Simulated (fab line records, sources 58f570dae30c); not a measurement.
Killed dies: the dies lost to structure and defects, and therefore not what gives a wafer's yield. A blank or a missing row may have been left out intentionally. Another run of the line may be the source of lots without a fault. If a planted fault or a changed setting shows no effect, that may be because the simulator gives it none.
8D (eight disciplines) problem report, filled in by code / flow berkeley cmos170 / the parts of the form that need people (team, actions taken, sign-off) are left out

1. WHAT WENT WRONG
Wafers free of any fault read 1257 (standard deviation 11) for NWELL_TW at UCB170_NWELL_TW_MEAS_16, against a mean of 2098 on 6 wafers of 2 lots. Relative to the usual mean, that is a shift of +76 standard deviations.
First observed at day 4 01:16: wafer L605.3, on film metro-02. Wafers with a number at this step in the record: 42, from 14 lots. By rule, "out" or "out of limits" means more than 4 standard deviations away from the usual mean. The rest of the wafers with a number are treated as sound.

2. WHAT IT IS, WHAT IT ISN'T
question=which readings at this step | is=NWELL_TW | is not=-
question=which lots | is=L605, L606 | is not=L596, L597, L599, L600, L603, L608, L610, L613, L616, L617, L618, L619
question=which wafers of those lots | is=all that have a number | is not=-
question=read on which gauges | is=film metro-02, film metro-03 | is not=film metro-04
question=when | is=from day 4 01:16 | is not=up to then (15 sound wafers); but 21 sound wafers of L608, L610, L613, L616, L617, L618, L619 came after

3. WHAT RULES OUT EACH SUSPECT
Counting: a tool at a process step up to the reading stays a suspect if it ran every lot that is out and no sound lot after the first of them.
- the gauge at UCB170_NWELL_TW_MEAS_16 has been ruled out. 2 gauges (film metro-02, film metro-03) read the wafers that are out.
- implanter-01 at UCB170_NWELL_IMPLANT_14: kept. It ran every lot that is out, first L605 (day 4 01:03), and no sound lot after that; its last sound lot up to then is L600 (day 3 02:12). Out on those wafers are its own readings of dose ions cm2, faraday current uA.
Remaining after the count: implanter-01 at UCB170_NWELL_IMPLANT_14.

4. THE CAUSE (what the simulator had put in)
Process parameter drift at UCB170_NWELL_IMPLANT_14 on implanter-01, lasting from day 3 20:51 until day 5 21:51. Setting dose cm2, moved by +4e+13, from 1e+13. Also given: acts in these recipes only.
Only this tool survived the counting.

5. THE CHAIN OF EFFECTS, in route order
One row per reading whose mean, taken over the struck wafers that have a number, lies over 3 standard deviations from the usual. Only readings for which the record gives a usual standard deviation are gone through. hours: the time from each lot's start at the first step in this table that gives one to its start at this step, as a median over the lots. sigmas: the change in usual standard deviations.
hours=0; step=UCB170_NWELL_IMPLANT_14; reading=dose ions cm2; usual=1e+13; on struck wafers=5e+13; change=+4e+13; sigmas=+99 or more
hours=0; step=UCB170_NWELL_IMPLANT_14; reading=faraday current uA; usual=31.7; on struck wafers=158.5; change=+126.8; sigmas=+99 or more
hours=0; step=UCB170_NWELL_TW_MEAS_16; reading=NWELL_TW; usual=1257; on struck wafers=2098; change=+841; sigmas=+76
The process steps in it:
- UCB170_NWELL_IMPLANT_14
Later measuring or inspecting steps at which every struck wafer that the step has a row for has a number for every such reading, and none has moved that far: UCB170_V1_CD_MEAS_90, UCB170_V2_BOW_MEAS_03.

6. HOW IT WOULD HAVE BEEN CAUGHT EARLIER
The first out-of-limits reading at a measuring or inspecting step in this record came at day 4 01:16, 4 hours after the fault's start at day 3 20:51.
The tool's own readings at UCB170_NWELL_IMPLANT_14 were out on every struck wafer that the step has a row for (dose ions cm2, faraday current uA): an alarm limit on them would have fired on the first of those.
Lots out: 2; of these, L606 started UCB170_NWELL_IMPLANT_14 on implanter-01 after day 4 01:16. Holding the tool at that time would have saved it.
